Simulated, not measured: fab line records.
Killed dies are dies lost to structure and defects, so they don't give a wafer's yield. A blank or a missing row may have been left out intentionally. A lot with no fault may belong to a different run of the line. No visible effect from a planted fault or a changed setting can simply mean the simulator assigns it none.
A single fault, viewed from 2 desks :: flow rit-cmos :: numbers are kept per desk, each desk with only its own; the story behind them comes last

## THE METROLOGY DESK
What the gauges read, lot by lot, whatever tool the lot ran on: means of the sampled wafers that have a number. If a lot's mean is further than 4 standard deviations from the usual mean, the lot is out of limits and carries the mark OUT (the distance appears in the brackets).
Columns: A = PWELL_TW at RIT_PWELL_TW_MEAS_10, usual 946; B = PWELL_RS at RIT_WELLDRIVE_RS_MEAS_02, usual 429.3 ohm/sq
lot: L850
first seen here: day 1 23:05
A: 955
B: 428.7

lot: L851
first seen here: day 2 05:10
A: 929
B: 430.0

lot: L852
first seen here: day 2 12:42
A: 951
B: 429.0

lot: L853
first seen here: day 2 16:48
A: 953
B: 429.0

lot: L854
first seen here: day 2 23:57
A: 954
B: 428.5

lot: L856
first seen here: day 3 06:05
A: 953
B: 429.4

lot: L857
first seen here: day 3 11:02
A: 959
B: 428.8

lot: L858
first seen here: day 3 20:49
A: 959
B: 426.9

lot: L859
first seen here: day 4 00:53
A: 932
B: 430.0

lot: L860
first seen here: day 4 01:54
A: 928
B: 430.3

lot: L868
first seen here: day 5 18:47
A: 1062 (+9.7) OUT
B: 345.5 (-70) OUT

lot: L869
first seen here: day 5 22:16
A: 1039 (+7.7) OUT
B: 345.9 (-69) OUT

lot: L870
first seen here: day 6 04:07
A: 949
B: 428.1

lot: L872
first seen here: day 6 17:07
A: 956
B: 428.2
This desk finds L868, L869 out of limits, with the earliest case on L868 at day 5 18:47 (PWELL_TW at RIT_PWELL_TW_MEAS_10). In limits: L850, L851, L852, L853, L854, L856, L857, L858, L859, L860, L870, L872.

## THE TOOL OWNER'S DESK: implanter-04
The tool's own readings at RIT_PWELL_IMPLANT_08: means of the sampled wafers that have a number, for each lot that ran on this tool. If a lot's mean is further than 4 standard deviations from the usual mean, the lot is out of limits and carries the mark OUT (the distance appears in the brackets).
Columns: A = dose-ions-cm2 at RIT_PWELL_IMPLANT_08, usual 7e+13; B = end-station-pressure-torr at RIT_PWELL_IMPLANT_08, usual 5.17e-06 Torr; C = faraday-current-uA at RIT_PWELL_IMPLANT_08, usual 222
lot: L856
first seen here: day 3 05:46
A: 7e+13
B: 5.12e-06
C: 218

lot: L857
first seen here: day 3 10:44
A: 7e+13
B: 5.03e-06
C: 225

lot: L858
first seen here: day 3 20:31
A: 7e+13
B: 5.20e-06
C: 223

lot: L868
first seen here: day 5 18:28
A: 1e+14 (+99 or more) OUT
B: 5.25e-06
C: 313 (+20) OUT

lot: L869
first seen here: day 5 21:58
A: 1e+14 (+99 or more) OUT
B: 5.41e-06
C: 315 (+21) OUT
This desk finds L868, L869 out of limits, L868 being first, at day 5 18:28 (dose-ions-cm2 at RIT_PWELL_IMPLANT_08). In limits: L856, L857, L858.

## PUT TOGETHER
The tool owner's desk could have raised an alarm at day 5 18:28, on L868, L869.
L868, L869 would have let the metrology desk raise an alarm at day 5 18:47.
Every lot named ran RIT_PWELL_IMPLANT_08 on implanter-04.

## WHAT THE SIMULATOR HAD INSERTED
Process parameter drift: implanter-04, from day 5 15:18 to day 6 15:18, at RIT_PWELL_IMPLANT_08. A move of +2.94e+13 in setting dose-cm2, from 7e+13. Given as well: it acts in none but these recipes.
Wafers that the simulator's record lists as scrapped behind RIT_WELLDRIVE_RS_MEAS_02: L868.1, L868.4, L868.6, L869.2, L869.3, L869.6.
Struck lots among those shown: L868, L869.
Delay (hours) between the fault's onset and each desk's first out-of-limits reading: 3 at the tool owner's desk, 3 at the metrology desk.
